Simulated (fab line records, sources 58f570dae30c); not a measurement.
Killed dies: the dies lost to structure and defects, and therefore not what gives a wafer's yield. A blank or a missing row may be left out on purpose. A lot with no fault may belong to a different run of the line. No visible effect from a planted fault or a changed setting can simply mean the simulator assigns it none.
What tool caused it? -- flow berkeley-cmos170 -- route of 331 steps, sampled at 1 step: 14 lots, 42 wafers

## WHAT THE GAUGES READ, wafer by wafer
The record lacks any reading of a measuring or inspecting step that a usual standard deviation could be used to judge.

## WHICH TOOL RAN EACH LOT (tool, then ch and the chambers of the sampled wafers, then the start)
lot,UCB170_NSD_EXPOSE_03
L935,"krf-scanner-01 ch 0, day 8 07:44"
L933,"krf-scanner-01 ch 0, day 8 07:49"
L934,"krf-scanner-01 ch 0, day 8 07:57"
L937,"krf-scanner-02 ch 0, day 8 12:03"
L936,"krf-scanner-01 ch 0, day 8 12:20"
L939,"krf-scanner-02 ch 0, day 9 05:58"
L940,"krf-scanner-01 ch 0, day 9 06:11"
L941,"krf-scanner-02 ch 0, day 9 06:25"
L943,"krf-scanner-01 ch 0, day 9 20:24"
L942,"krf-scanner-02 ch 0, day 10 01:41"
L947,"krf-scanner-02 ch 0, day 10 13:26"
L948,"krf-scanner-01 ch 0, day 11 04:40"
L950,"krf-scanner-01 ch 0, day 11 15:49"
L953,"krf-scanner-02 ch 0, day 12 02:34"
- UCB170_NSD_EXPOSE_03: exposes mask NSELECT MOD, target cd 1200 nm.

## WHAT THE TOOLS THEMSELVES READ (means of the sampled wafers that have a number; where no wafer has one, the mark that the record gives instead)
UCB170_NSD_EXPOSE_03. Usual: 30.000 for exposure-dose-mJ-cm2, sd 0.028.
lot,tool,exposure-dose-mJ-cm2,flag
L935,krf-scanner-01,29.977,
L933,krf-scanner-01,30.003,
L934,krf-scanner-01,30.006,
L937,krf-scanner-02,30.017,
L936,krf-scanner-01,29.983,
L939,krf-scanner-02,30.017,
L940,krf-scanner-01,30.031,
L941,krf-scanner-02,29.998,
L943,krf-scanner-01,29.998,
L942,krf-scanner-02,29.992,
L947,krf-scanner-02,30.047,
L948,krf-scanner-01,29.637,OFF
L950,krf-scanner-01,29.719,OFF
L953,krf-scanner-02,30.014,

## THE ANSWER, worked out from the rows above alone
Rule: take the mean of a lot's wafers that have a number; if it is more than 3 standard deviations from the usual mean, the lot is off. Also off: a lot with no number at a reading for which 4 or more lots have one. Where the step has rows for the other lots, those lots are counted as sound. The gauges are gone through in route order, then the tools' own readings, and for those a lot's mean is taken as printed above. The first step at which some lot is off is used, and at that step the reading that is off furthest; a lot without a number counts as furthest.
Off, at UCB170_NSD_EXPOSE_03 on exposure-dose-mJ-cm2: L948, L950.
A tool fits if, at that step or a process step before it, it ran every lot that is off, and no sound lot after the first of them. One candidate fits, namely krf-scanner-01 at UCB170_NSD_EXPOSE_03. Its last sound lot is L943 (day 9 20:24), its first lot that is off L948 (day 11 04:40): a fault that began between those two fits.
On the lots that are off, the tool's own readings at UCB170_NSD_EXPOSE_03 differ by more than 5 times the standard deviation of the sound lots' means, which bears it out; exposure-dose-mJ-cm2 reads 29.678 there versus 30.007 on the sound lots.

## WHAT HAD BEEN PUT IN BY THE SIMULATOR
Process parameter drift: krf-scanner-01, from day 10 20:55 on, at UCB170_NSD_EXPOSE_03. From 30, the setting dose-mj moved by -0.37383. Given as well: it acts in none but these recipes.
Lots struck among those shown: L948, L950. This agrees with what the rule above found.
